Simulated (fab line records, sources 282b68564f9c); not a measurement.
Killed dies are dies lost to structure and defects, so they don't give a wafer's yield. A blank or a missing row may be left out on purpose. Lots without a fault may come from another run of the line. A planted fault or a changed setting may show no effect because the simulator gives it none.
Chamber matching | flow rit_cmos | RIT_GATE_ETCH_19 on rie_si-01: 4 sister chambers
The step etches poly-Si in SF6/CHF3/O2, stops on SiO2, time 165 s, target depth 312.5 nm. 4 wafers are shown with their chamber, then 8 later ones without.

WAFERS WITH THEIR CHAMBER
wafer  | chamber | drypump_motor_current_A (A)
L214.2 | 2       | 6.09
L216.3 | 1       | 5.86
L218.6 | 3       | 5.29
L220.2 | 0       | 5.35

WAFERS WITHOUT THEIR CHAMBER
wafer  | drypump_motor_current_A (A)
L220.4 | 6.08
L220.5 | 5.83
L222.1 | 5.84
L222.2 | 6.08
L222.6 | 5.83
L224.3 | 5.84
L224.4 | 5.29
L224.5 | 5.35

WHICH CHAMBER EACH WENT THROUGH
wafer  | from the rows above | in truth
L220.4 | 2                   | 2
L220.5 | 1                   | 1
L222.1 | 1                   | 1
L222.2 | 2                   | 2
L222.6 | 1                   | 1
L224.3 | 1                   | 1
L224.4 | 3                   | 3
L224.5 | 0                   | 0
Placed correctly: 8 of 8. Can't be placed from these rows: 0. Placed wrongly: 0.
How it was worked out, from the rows above alone: a wafer's distance from a chamber is the root of the sum, over the readings, of the square of ((its reading less the chamber's mean) divided by the reading's scatter). The wafer belongs to the nearest chamber; if the next one is less than 2 further off, it can't be placed. A chamber's mean is the mean of its shown wafers. The scatter: with one shown wafer a chamber, the root of the mean of the squares of how far each hidden wafer lies from its nearest shown one.
